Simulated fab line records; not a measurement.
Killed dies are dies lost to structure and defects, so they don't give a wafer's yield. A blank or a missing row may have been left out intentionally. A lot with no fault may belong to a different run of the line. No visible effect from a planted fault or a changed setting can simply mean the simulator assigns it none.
Problem report, 8D (eight disciplines) form, completed by code    flow rit cmos    the parts of the form that need people (team, actions taken, sign-off) are left out

1. PROBLEM STATEMENT
SPACER_NITRIDE_THK at RIT_SPACER_THK_MEAS_04 reads a mean of 234.3 nm on 3 wafers of 1 lot; wafers without a fault read 248.7 nm with a standard deviation of 2.5. Measured from the usual mean, that is -5.7 standard deviations.
First observed at day 4 04:30: wafer L408.1, on film metro-02. Wafers with a number at this step in the record: 39, from 13 lots. By rule, "out" or "out of limits" means more than 4 standard deviations away from the usual mean. The rest of the wafers with a number are treated as sound.

2. WHAT IT IS, WHAT IT ISN'T
question                     is                      is not
which readings at this step  SPACER_NITRIDE_THK      -
which lots                   L408                    L402, L403, L404, L405, L406, L407, L416, L418, L419, L423, L424, L425
which wafers of those lots   all that have a number  -
read on which gauges         film metro-02           film metro-01, film metro-03
when                         from day 4 04:30        up to then (18 sound wafers); but 18 sound wafers of L416, L418, L419, L423, L424, L425 came after

3. THE SUSPECTS, EACH WITH WHAT RULES IT OUT
Counting: a tool at a process step up to the reading stays a suspect if it ran every lot that is out and no sound lot after the first of them.
- the gauge at RIT_SPACER_THK_MEAS_04: kept. All the wafers that are out were read on film metro-02, and no step on other tools shows them out.
- lpcvd-01 at RIT_SPACER_CVD_03 (deposits Si3N4 from SiH2Cl2/NH3, target thk 250 nm, time 3300 s): ruled out as a lasting fault. Following L408 (day 4 02:35), the first lot on it that is out, the sound lots L423 were run on it.
Left after counting: film metro-02 at RIT_SPACER_THK_MEAS_04.

4. THE CAUSE (what the simulator had put in)
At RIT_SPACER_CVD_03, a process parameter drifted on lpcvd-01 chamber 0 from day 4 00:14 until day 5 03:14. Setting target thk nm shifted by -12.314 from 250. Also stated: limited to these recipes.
It was ruled out by counting, in error; the rule expects a fault to strike all lots run on its tool from its start on, and this fault did not.

5. SEQUENCE OF EFFECTS, ordered by route
Each row: a reading where the mean over the struck wafers with a number is more than 3 standard deviations away from the usual. Readings are gone through only where the record gives a usual standard deviation; hours: the median, over the lots, of the time from a lot's start at the first step in this table giving one to that lot's start at this step; sigmas: the change measured in usual standard deviations.
hours  step                    reading             usual     on struck wafers  change  sigmas
0      RIT_SPACER_THK_MEAS_04  SPACER_NITRIDE_THK  248.7 nm  234.3             -14.4   -5.7

6. WHAT WOULD HAVE CAUGHT IT SOONER
Counted from the fault's start at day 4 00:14, it took 4 hours until the first out-of-limits reading at a measuring or inspecting step in this record, taken at day 4 04:30.
Tool readings at RIT_SPACER_CVD_03 with a usual standard deviation given in the record: none out on any struck wafer, hence no alarm at a limit of 4 standard deviations on them.
